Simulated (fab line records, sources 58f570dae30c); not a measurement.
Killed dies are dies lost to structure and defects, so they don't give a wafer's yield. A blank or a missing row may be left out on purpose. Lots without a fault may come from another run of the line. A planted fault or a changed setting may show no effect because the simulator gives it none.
fab line records | flow berkeley_cmos170 | part 1 of 2: steps 1 to 41 of 44
record lots=7 wafers=21 last_day=12
route steps=331 shown PLDD@155 NLDD@158 SPACER@171 PSD@175 NSD@187 M3@331
lots that met no fault: from a run of the same line without faults
start_h: hours from the record's first day to the start of the lot's first wafer shown | wait_h: hours since the lot's step before | " the same as in the row above | L1.1+2: a row that stands for several wafers | - no value, or no start given | * or withheld: withheld | < > ~ a bound
route shown NAME@n: a module of which the file shows steps, and the number in the route of the first | usual: mean/standard deviation of fault-free wafers | same: alike in all rows | chamber/n: place in a boat | sites: the reading at each site | _std_site: their standard deviation | _edge_site: outer sites' mean less inner sites' | radius_mm: how far each site lies from the wafer's centre | mask NAME#n: copy n | behind: the tool/chamber that last shaped the wafer | hold: why the lot was held/for how many hours/how that ended | device: the transistor (n, p or np) that didn't switch | end of line: the same wafers' tests at the end of the route | a step without rows: its recipe alone | killed: dies lost to structure and defects at the first sort, not the wafer's yield | map: a wafer's dies, x killed, . not, _ none there
set.NAME: the setting as run; set.NAME@STEP: as run at that earlier step | model.NAME: the simulator's own value behind a step, which no gauge read
lots at some steps of the route; a table a step, a row a wafer
services: from which hour (start_h, from the record's first day; less than 0 if before it) a tool's chamber was out of use, for how many hours, and why
## steps
# step UCB170_PLDD_STRIP_10
# recipe chemistry=O2 power_w=400 pressure_mtorr=3500 platen_temp_c=withheld o2_flow_sccm=400 overash_fraction=0.5
# usual chamber_pressure_mTorr=3500.0/2.9 drypump_motor_current_A=5.6/0.61 oes_product_au=0.735/0.0046 strip_time_to_endpoint_s=21.64/0.067
# same overash_fraction=0.5
# columns lot.wafer tool chamber start_h wait_h chamber_pressure_mTorr drypump_motor_current_A oes_product_au rf_hours_counter_h strip_time_to_endpoint_s
L756.3 plasma_asher-04 0 144.54 0.1 3497.5 6.6 0.732 - 21.67
L756.5 " 1 " " 3504.4 5.9 0.735 - 21.71
L756.6 " 0 " " 3501.0 6.6 0.733 - 21.76
L759.2 plasma_asher-04 0 155.96 0.1 3505.2 6.6 0.737 44 21.64
L759.3 " 1 " " 3497.9 5.9 0.730 - 21.66
L759.6 " 0 " " 3495.1 6.6 0.737 - 21.69
L765.1 plasma_asher-02 0 174.22 0.1 3498.0 5.2 0.736 6 21.68
L765.4 " 1 " " 3497.0 6.3 0.733 - 21.65
L765.5 " 1 " " 3500.2 6.2 0.737 - 21.63
L764.3 plasma_asher-02 0 174.55 0.1 3502.9 5.2 0.732 - 21.55
L764.4 " 1 " " 3501.6 6.3 0.739 - 21.57
L764.5 " 0 " " 3501.0 5.2 0.730 - 21.50
L766.1 plasma_asher-01 0 187.54 0.1 3502.6 5.0 0.733 46 21.65
L766.2 " 1 " " 3501.5 5.1 0.734 46 21.63
L766.5 " 1 " " 3502.8 5.1 0.740 - 21.59
L774.1 plasma_asher-02 0 241.53 0.1 3498.5 5.2 0.735 13 21.74
L774.4 " 0 " " 3499.5 5.2 0.739 - 21.69
L774.5 " 1 " " 3496.5 6.3 0.742 - 21.74
L776.1 plasma_asher-04 0 242.38 0.1 3498.5 6.6 0.739 53 21.68
L776.2 " 1 " " 3500.6 5.9 0.731 53 21.63
L776.4 " 0 " " 3498.5 6.5 0.731 - 21.66
# step UCB170_PLDD_TW_MEAS_11
# usual PLDD_TW=1002/4.4
# columns lot.wafer tool chamber start_h wait_h PLDD_TW
L756.3 film_metro-01 - 144.62 0.1 1005
L756.5 " - " " 1005
L756.6 " - " " 1009
L759.2 film_metro-03 - 156.07 0.1 1003
L759.3 " - " " 1004
L759.6 " - " " 1007
L765.1 film_metro-01 - 174.32 0.1 994
L765.4 " - " " 995
L765.5 " - " " 995
L764.3 film_metro-03 - 174.64 0.1 995
L764.4 " - " " 1000
L764.5 " - " " 999
L766.1 film_metro-01 - 187.64 0.1 994
L766.2 " - " " 1000
L766.5 " - " " 993
L774.1 film_metro-01 - 241.63 0.1 1000
L774.4 " - " " 1005
L774.5 " - " " 1001
L776.1 film_metro-04 - 242.48 0.1 1002
L776.2 " - " " 1004
L776.4 " - " " 1002
# step UCB170_PLDD_CLEAN_12
# recipe chemistry=SPM temp_c=120 time_s=600
# step UCB170_NLDD_HMDS_00
# recipe prime_time_s=60 prime_temp_c=100
# step UCB170_NLDD_COAT_01
# recipe resist=KrF spin_rpm=1500 resist_thk_nm=900
# step UCB170_NLDD_SOFTBAKE_02
# recipe resist=KrF temp_c=130 time_s=60
# step UCB170_NLDD_EXPOSE_03
# recipe mask_id=NSELECT na=0.5 sigma_outer=0.6 source_shape=conventional target_cd_nm=1200 dose_mj=30
# step UCB170_NLDD_PEB_04
# recipe peb_temp_c=130 peb_time_s=withheld resist=KrF
# step UCB170_NLDD_DEVELOP_05
# recipe developer=TMAH develop_time_s=45 resist=KrF dev_temp_c=21
# step UCB170_NLDD_CD_MEAS_06
# recipe target_cd_nm=1200
# usual cd_nm=1199.5/1.6
# columns lot.wafer tool chamber start_h wait_h cd_nm
L756.3 cd_sem-01 - 145.77 - 1198.2
L756.5 " - " " 1198.0
L756.6 " - " " 1199.1
L759.2 cd_sem-01 - 157.18 - 1200.2
L759.3 " - " " 1199.9
L759.6 " - " " 1199.4
L765.1 cd_sem-02 - 175.57 - 1199.6
L765.4 " - " " 1201.3
L765.5 " - " " 1201.6
L764.3 cd_sem-01 - 176.44 - 1201.4
L764.4 " - " " 1201.1
L764.5 " - " " 1201.3
L766.1 cd_sem-01 - 188.72 - 1198.2
L766.2 " - " " 1198.4
L766.5 " - " " 1198.7
L774.1 cd_sem-02 - 243.42 - 1197.5
L774.4 " - " " 1197.7
L774.5 " - " " 1198.3
L776.1 cd_sem-02 - 244.32 - 1199.3
L776.2 " - " " 1199.8
L776.4 " - " " 1198.2
# step UCB170_NLDD_OVL_MEAS_07
# usual NLDD_OVL=3/5.4
# columns lot.wafer tool chamber start_h wait_h NLDD_OVL[nm]
L756.3 overlay-01 - 145.86 0.1 6
L756.5 " - " " -3
L756.6 " - " " -6
L759.2 overlay-02 - 157.28 0.1 5
L759.3 " - " " 7
L759.6 " - " " 7
L765.1 overlay-01 - 175.69 0.1 -7
L765.4 " - " " -2
L765.5 " - " " -9
L764.3 overlay-02 - 176.53 0.1 7
L764.4 " - " " 2
L764.5 " - " " 5
L766.1 overlay-02 - 188.84 0.1 2
L766.2 " - " " -6
L766.5 " - " " 0
L774.1 overlay-01 - 243.54 0.1 -4
L774.4 " - " " 2
L774.5 " - " " 1
L776.1 overlay-02 - 244.44 0.1 -10
L776.2 " - " " -1
L776.4 " - " " 0
# step UCB170_NLDD_IMPLANT_08
# recipe species=As dose_cm2=5e+13 energy_kev=30 tilt_deg=7 rotation_deg=0
# step UCB170_NLDD_IMPLANT_09
# recipe species=As dose_cm2=5e+13 energy_kev=30 tilt_deg=7 rotation_deg=180
# usual dose_ions_cm2=4.999e+13/5.3e+10 end_station_pressure_torr=5.09e-06/2.8e-07 faraday_current_uA=159/3.1
# columns lot.wafer tool chamber start_h wait_h dose_ions_cm2 end_station_pressure_torr faraday_current_uA
L756.3 implanter-04 0 146.08 0.1 5.004e+13 4.69e-06 157
L756.5 " 0 " " 5.003e+13 5.29e-06 164
L756.6 " 0 " " 5.006e+13 4.75e-06 162
L759.2 implanter-04 0 157.49 0.1 5e+13 5.29e-06 154
L759.3 " 0 " " 4.995e+13 4.99e-06 163
L759.6 " 0 " " 5e+13 5.28e-06 163
L765.1 implanter-04 0 175.88 0.1 7.252e+13 5.6e-06 237
L765.4 " 0 " " 7.253e+13 5.4e-06 232
L765.5 " 0 " " 7.248e+13 4.99e-06 233
L764.3 implanter-04 0 176.75 0.1 7.258e+13 5.33e-06 222
L764.4 " 0 " " 7.255e+13 5.33e-06 235
L764.5 " 0 " " 7.253e+13 4.6e-06 235
L766.1 implanter-04 0 189.02 0.1 7.25e+13 4.99e-06 230
L766.2 " 0 " " 7.252e+13 4.87e-06 226
L766.5 " 0 " " 7.245e+13 4.61e-06 228
L774.1 implanter-02 0 243.73 0.1 5.003e+13 5.02e-06 155
L774.4 " 0 " " 4.997e+13 4.72e-06 158
L774.5 " 0 " " 4.988e+13 5.05e-06 161
L776.1 implanter-02 0 244.63 0.1 4.995e+13 5.63e-06 158
L776.2 " 0 " " 4.986e+13 4.69e-06 160
L776.4 " 0 " " 4.998e+13 4.87e-06 164
# step UCB170_NLDD_STRIP_10
# recipe chemistry=O2 power_w=400 pressure_mtorr=3500 platen_temp_c=withheld o2_flow_sccm=400 overash_fraction=0.5
# step UCB170_NLDD_TW_MEAS_11
# usual NLDD_TW=2205/10
# columns lot.wafer tool chamber start_h wait_h NLDD_TW
L756.3 film_metro-03 - 146.30 0.1 2206
L756.5 " - " " 2195
L756.6 " - " " 2216
L759.2 film_metro-03 - 157.72 0.1 2207
L759.3 " - " " 2194
L759.6 " - " " 2217
L765.1 film_metro-03 - 176.13 0.1 2320
L765.4 " - " " 2321
L765.5 " - " " 2330
L764.3 film_metro-01 - 176.97 0.1 2312
L764.4 " - " " 2322
L764.5 " - " " 2305
L766.1 film_metro-01 - 189.27 0.1 2315
L766.2 " - " " 2309
L766.5 " - " " 2311
L774.1 film_metro-01 - 243.98 0.1 2207
L774.4 " - " " 2200
L774.5 " - " " 2209
L776.1 film_metro-04 - 244.88 0.1 2212
L776.2 " - " " 2211
L776.4 " - " " 2220
# step UCB170_NLDD_CLEAN_12
# recipe chemistry=SPM temp_c=120 time_s=600
# step UCB170_SPACER_CVD_00
# recipe material=SiO2 target_thk_nm=376 temp_c=390 precursor=TEOS/O2 time_s=47 rf_w=550 pressure_mtorr=9000
# step UCB170_SPACER_THK_MEAS_01
# recipe reads=SiO2_of_SPACER_CVD_00
# usual SPACER_TEOS_THK=376/4.7
# columns lot.wafer tool chamber start_h wait_h SPACER_TEOS_THK[nm]
L756.3 film_metro-02 - 149.59 0.0 373
L756.5 " - " " 375
L756.6 " - " " 383
L759.2 film_metro-01 - 158.02 0.0 369
L759.3 " - " " 375
L759.6 " - " " 379
L765.1 film_metro-03 - 176.42 0.0 369
L765.4 " - " " 373
L765.5 " - " " 376
L764.3 film_metro-02 - 177.25 0.0 380
L764.4 " - " " 389
L764.5 " - " " 382
L766.1 film_metro-02 - 189.55 0.0 373
L766.2 " - " " 374
L766.5 " - " " 386
L774.1 film_metro-01 - 244.25 0.0 377
L774.4 " - " " 380
L774.5 " - " " 378
L776.1 film_metro-02 - 245.16 0.0 379
L776.2 " - " " 377
L776.4 " - " " 384
# step UCB170_SPACER_ANNEAL_02
# recipe temp_c=900 time_s=1800 ambient=N2
# step UCB170_SPACER_ETCHBACK_03
# recipe stop_on=Si target=SiO2 chemistry=CHF3/CF4/Ar CHF3_flow_sccm=50 cf4_flow_sccm=10 Ar_flow_sccm=120 pressure_mtorr=200 rf_w=500 target_depth_a=3760 time_s=100
# usual chamber_pressure_mTorr=200.02/0.17 drypump_motor_current_A=5.8/0.44 mfc_ar_sccm=120.0/0.36 oes_product_au=0.897/0.012 throttle_valve_pct=6.50/0.089
# same time_s=100
# columns lot.wafer tool chamber start_h wait_h chamber_pressure_mTorr drypump_motor_current_A mfc_ar_sccm oes_product_au rf_hours_counter_h throttle_valve_pct
L756.3 rie_diel-04 1 153.15 0.0 200.07 5.6 119.8 0.900 60 6.66
L756.5 " 1 " " 199.94 5.6 120.0 0.891 - 6.66
L756.6 " 2 " " 199.76 6.5 120.1 0.909 - 6.47
L759.2 rie_diel-03 1 162.31 0.0 199.98 4.7 119.6 0.875 124 6.59
L759.3 " 2 " " 200.16 5.7 119.8 0.890 113 6.51
L759.6 " 0 " " 199.81 5.5 120.0 0.928 - 6.46
L765.1 rie_diel-03 1 180.58 0.0 199.88 4.7 119.4 0.873 125 6.57
L765.4 " 0 " " 199.99 5.5 119.8 0.903 142 6.43
L765.5 " 0 " " 199.95 5.5 119.8 0.913 - 6.45
L764.3 rie_diel-04 1 180.64 0.1 199.99 5.6 120.1 0.910 61 6.66
L764.4 " 3 " " 199.93 6.0 120.3 0.912 106 6.57
L764.5 " 2 " " 200.09 6.5 120.7 0.912 - 6.49
L766.1 rie_diel-02 1 195.75 0.0 199.96 5.9 120.0 0.879 138 6.33
L766.2 " 2 " " 200.14 6.2 119.9 0.891 63 6.40
L766.5 " 0 " " 200.19 5.3 120.3 0.919 - 6.48
L774.1 rie_diel-02 2 248.40 0.0 200.05 6.2 120.0 0.896 65 6.41
L774.4 " 3 " " 199.91 5.6 120.4 0.912 - 6.59
L774.5 " 0 " " 199.81 5.3 120.4 0.901 - 6.49
L776.1 rie_diel-03 0 248.40 0.0 200.23 5.5 119.7 0.885 0 6.44
L776.2 " 3 " " 199.85 6.2 120.1 0.897 22 6.41
L776.4 " 1 " " 199.94 4.7 120.2 0.901 128 6.57
# step UCB170_PSD_HMDS_00
# recipe prime_time_s=60 prime_temp_c=100
# step UCB170_PSD_COAT_01
# recipe resist=KrF spin_rpm=1500 resist_thk_nm=900
# step UCB170_PSD_SOFTBAKE_02
# recipe resist=KrF temp_c=130 time_s=60
# step UCB170_PSD_EXPOSE_03
# recipe mask_id=PSELECT_MOD na=0.5 sigma_outer=0.6 source_shape=conventional target_cd_nm=1200 dose_mj=30
# step UCB170_PSD_PEB_04
# recipe peb_temp_c=130 peb_time_s=withheld resist=KrF
# usual plate_sensor_t_centre_C=131.41/0.0091 plate_sensor_t_edge_C=131.53/0.011
# columns lot.wafer tool chamber start_h wait_h plate_sensor_t_centre_C plate_sensor_t_edge_C
L756.3 litho_track-04 0 154.11 0.3 131.42 131.53
L756.5 " 0 " " 131.4 131.53
L756.6 " 0 " " 131.38 131.53
L759.2 litho_track-04 0 163.31 0.4 131.4 131.55
L759.3 " 0 " " 131.41 131.52
L759.6 " 0 " " 131.4 131.52
L765.1 litho_track-04 0 181.54 0.1 131.41 131.53
L765.4 " 0 " " 131.42 131.52
L765.5 " 0 " " 131.42 131.52
L764.3 litho_track-03 0 181.70 0.1 131.4 131.53
L764.4 " 0 " " 131.42 131.53
L764.5 " 0 " " 131.42 131.53
L766.1 litho_track-01 0 196.52 0.1 131.41 131.54
L766.2 " 0 " " 131.41 131.54
L766.5 " 0 " " 131.41 131.55
L774.1 litho_track-04 0 249.04 0.1 131.41 131.54
L774.4 " 0 " " 131.39 131.55
L774.5 " 0 " " 131.42 131.52
L776.1 litho_track-04 0 249.32 0.1 131.4 131.55
L776.2 " 0 " " 131.4 131.54
L776.4 " 0 " " 131.42 131.53
# step UCB170_PSD_DEVELOP_05
# recipe developer=TMAH develop_time_s=45 resist=KrF dev_temp_c=21
# step UCB170_PSD_CD_MEAS_06
# recipe target_cd_nm=1200
# usual cd_nm=1200.1/1.1
# columns lot.wafer tool chamber start_h wait_h cd_nm
L756.3 cd_sem-01 - 154.37 - 1201.8
L756.5 " - " " 1201.9
L756.6 " - " " 1201.5
L759.2 cd_sem-02 - 163.58 - 1199.1
L759.3 " - " " 1199.8
L759.6 " - " " 1197.9
L765.1 cd_sem-01 - 181.81 - 1201.4
L765.4 " - " " 1201.5
L765.5 " - " " 1201.9
L764.3 cd_sem-02 - 181.97 - 1200.1
L764.4 " - " " 1201.2
L764.5 " - " " 1201.5
L766.1 cd_sem-01 - 196.79 - 1200.8
L766.2 " - " " 1199.6
L766.5 " - " " 1199.4
L774.1 cd_sem-01 - 249.32 - 1199.5
L774.4 " - " " 1199.9
L774.5 " - " " 1198.9
L776.1 cd_sem-02 - 249.59 - 1200.6
L776.2 " - " " 1201.5
L776.4 " - " " 1200.5
# step UCB170_PSD_OVL_MEAS_07
# usual PSD_OVL=-1/5.1
# columns lot.wafer tool chamber start_h wait_h PSD_OVL[nm]
L756.3 overlay-01 - 154.47 0.1 -6
L756.5 " - " " -4
L756.6 " - " " -7
L759.2 overlay-02 - 163.69 0.1 -5
L759.3 " - " " 1
L759.6 " - " " -10
L765.1 overlay-01 - 181.93 0.1 -1
L765.4 " - " " 2
L765.5 " - " " 3
L764.3 overlay-02 - 182.06 0.1 -2
L764.4 " - " " -5
L764.5 " - " " 2
L766.1 overlay-01 - 196.91 0.1 7
L766.2 " - " " 6
L766.5 " - " " 6
L774.1 overlay-01 - 249.44 0.1 2
L774.4 " - " " 5
L774.5 " - " " 8
L776.1 overlay-02 - 249.71 0.1 -1
L776.2 " - " " 1
L776.4 " - " " 0
# step UCB170_PSD_IMPLANT_08
# recipe species=B dose_cm2=3e+15 energy_kev=19.71 tilt_deg=7
# step UCB170_PSD_STRIP_09
# recipe chemistry=O2 power_w=400 pressure_mtorr=3500 platen_temp_c=withheld o2_flow_sccm=400 overash_fraction=0.5
# usual chamber_pressure_mTorr=3500/3.4 drypump_motor_current_A=5.6/0.48 oes_product_au=0.601/0.0047 strip_time_to_endpoint_s=29.27/0.073
# same overash_fraction=0.5
# columns lot.wafer tool chamber start_h wait_h chamber_pressure_mTorr drypump_motor_current_A oes_product_au rf_hours_counter_h strip_time_to_endpoint_s
L756.3 plasma_asher-03 1 154.67 0.1 3503 5.7 0.601 - 29.34
L756.5 " 0 " " 3498 6.1 0.598 - 29.27
L756.6 " 1 " " 3498 5.7 0.594 - 29.32
L759.2 plasma_asher-02 0 163.87 0.1 3498 5.2 0.600 5 29.19
L759.3 " 0 " " 3502 5.2 0.599 - 29.15
L759.6 " 1 " " 3498 6.3 0.603 - 29.21
L765.1 plasma_asher-02 1 182.12 0.1 3503 6.3 0.605 7 29.37
L765.4 " 1 " " 3498 6.3 0.602 - 29.24
L765.5 " 0 " " 3499 5.2 0.610 - 29.25
L764.3 plasma_asher-03 0 182.27 0.1 3504 6.0 0.591 - 29.23
L764.4 " 1 " " 3506 5.7 0.603 - 29.28
L764.5 " 0 " " 3499 6.1 0.602 - 29.21
L766.1 plasma_asher-03 1 197.10 0.1 3502 5.7 0.603 44 29.31
L766.2 " 0 " " 3501 6.0 0.607 44 29.35
L766.5 " 1 " " 3501 5.7 0.607 - 29.32
L774.1 plasma_asher-01 0 249.62 0.1 3505 5.0 0.612 53 29.10
L774.4 " 1 " " 3502 5.1 0.602 - 29.20
L774.5 " 0 " " 3493 5.0 0.607 - 29.17
L776.1 plasma_asher-03 0 249.90 0.1 3493 6.1 0.606 49 29.15
L776.2 " 1 " " 3504 5.7 0.599 49 29.09
L776.4 " 0 " " 3497 6.0 0.601 - 29.12
# step UCB170_PSD_TW_MEAS_10
# usual PSD_TW=2308/12
# columns lot.wafer tool chamber start_h wait_h PSD_TW
L756.3 film_metro-04 - 154.76 0.1 2326
L756.5 " - " " 2323
L756.6 " - " " 2325
L759.2 film_metro-01 - 163.98 0.1 2315
L759.3 " - " " 2295
L759.6 " - " " 2311
L765.1 film_metro-04 - 182.22 0.1 2327
L765.4 " - " " 2323
L765.5 " - " " 2315
L764.3 film_metro-01 - 182.36 0.1 2290
L764.4 " - " " 2286
L764.5 " - " " 2280
L766.1 film_metro-03 - 197.20 0.1 2298
L766.2 " - " " 2300
L766.5 " - " " 2288
L774.1 film_metro-01 - 249.72 0.1 2308
L774.4 " - " " 2313
L774.5 " - " " 2300
L776.1 film_metro-04 - 250.00 0.1 2322
L776.2 " - " " 2312
L776.4 " - " " 2322
# step UCB170_PSD_CLEAN_11
# recipe chemistry=SPM temp_c=120 time_s=600
# step UCB170_NSD_HMDS_00
# recipe prime_time_s=60 prime_temp_c=100
# step UCB170_NSD_COAT_01
# recipe resist=KrF spin_rpm=1500 resist_thk_nm=900
# step UCB170_NSD_SOFTBAKE_02
# recipe resist=KrF temp_c=130 time_s=60
# step UCB170_NSD_EXPOSE_03
# recipe mask_id=NSELECT_MOD na=0.5 sigma_outer=0.6 source_shape=conventional target_cd_nm=1200 dose_mj=30
# step UCB170_NSD_PEB_04
# recipe peb_temp_c=130 peb_time_s=withheld resist=KrF
# step UCB170_NSD_DEVELOP_05
# recipe developer=TMAH develop_time_s=45 resist=KrF dev_temp_c=21
# step UCB170_NSD_CD_MEAS_06
# recipe target_cd_nm=1200
# usual cd_nm=1199.8/1.3
# columns lot.wafer tool chamber start_h wait_h cd_nm
L756.3 cd_sem-02 - 158.48 - 1200.4
L756.5 " - " " 1200.8
L756.6 " - " " 1200.5
L759.2 cd_sem-02 - 167.16 - 1199.1
L759.3 " - " " 1198.3
L759.6 " - " " 1199.2
L765.1 cd_sem-02 - 185.72 - 1197.4
L765.4 " - " " 1199.2
L765.5 " - " " 1199.1
L764.3 cd_sem-01 - 185.82 - 1199.6
L764.4 " - " " 1200.8
L764.5 " - " " 1200.7
L766.1 cd_sem-01 - 198.35 - 1200.8
L766.2 " - " " 1199.9
L766.5 " - " " 1199.0
L774.1 cd_sem-02 - 253.88 - 1198.5
L774.4 " - " " 1198.8
L774.5 " - " " 1198.6
L776.1 cd_sem-01 - 254.16 - 1198.3
L776.2 " - " " 1200.1
L776.4 " - " " 1199.4
# step UCB170_NSD_OVL_MEAS_07
# usual NSD_OVL=0/5
# columns lot.wafer tool chamber start_h wait_h NSD_OVL[nm]
L756.3 overlay-01 - 158.57 0.1 -1
L756.5 " - " " 0
L756.6 " - " " 3
L759.2 overlay-01 - 167.26 0.1 6
L759.3 " - " " 4
L759.6 " - " " 2
L765.1 overlay-01 - 185.84 0.1 -12
L765.4 " - " " -3
L765.5 " - " " -1
L764.3 overlay-02 - 185.92 0.1 0
L764.4 " - " " 1
L764.5 " - " " 3
L766.1 overlay-01 - 198.47 0.1 2
L766.2 " - " " 4
L766.5 " - " " -2
L774.1 overlay-02 - 254.00 0.1 2
L774.4 " - " " 4
L774.5 " - " " 6
L776.1 overlay-01 - 254.28 0.1 -8
L776.2 " - " " -11
L776.4 " - " " -1
# step UCB170_NSD_IMPLANT_08
# recipe species=P dose_cm2=3e+15 energy_kev=40 tilt_deg=7
## key
first_sign step=UCB170_NLDD_IMPLANT_09 reading=dose_ions_cm2 direction=up sigmas=99+ usual=4.999e+13 struck=7.252e+13
effect step=UCB170_NLDD_IMPLANT_09 reading=faraday_current_uA direction=up sigmas=23 usual=159 struck=231
effect step=UCB170_NLDD_TW_MEAS_11 reading=NLDD_TW direction=up sigmas=11 usual=2205 struck=2316
effect step=UCB170_SDANNEAL_RS_MEAS_05 reading=NLDD_RS direction=down sigmas=60 usual=616.2 struck=536.4
model_effect step=UCB170_M3_PROBE_99 value=etest.nldd.line_ohm_um without=1265 struck=1079
met_at UCB170_NLDD_IMPLANT_09
struck_wafers L764.3,L764.4,L764.5,L765.1,L765.4,L765.5,L766.1,L766.2,L766.5
tester_left_out L764,L765,L766
onset_between 157.49 175.88
fault kind=process_parameter_drift tool=implanter-04 chamber=- onset_h=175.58 steps=UCB170_NLDD_IMPLANT_09 channel=dose_cm2 offset=2.25e+13 shape=step end_h=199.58 acts_in=these_recipes_only stated=5e+13
# tester_left_out: of these lots the tester's yield and bins aren't shown, on N5 and GAA mostly nor the transistor test; their killed dies are dies lost to structure and defects alone, not to doping, threshold or leakage, so they don't give the yield
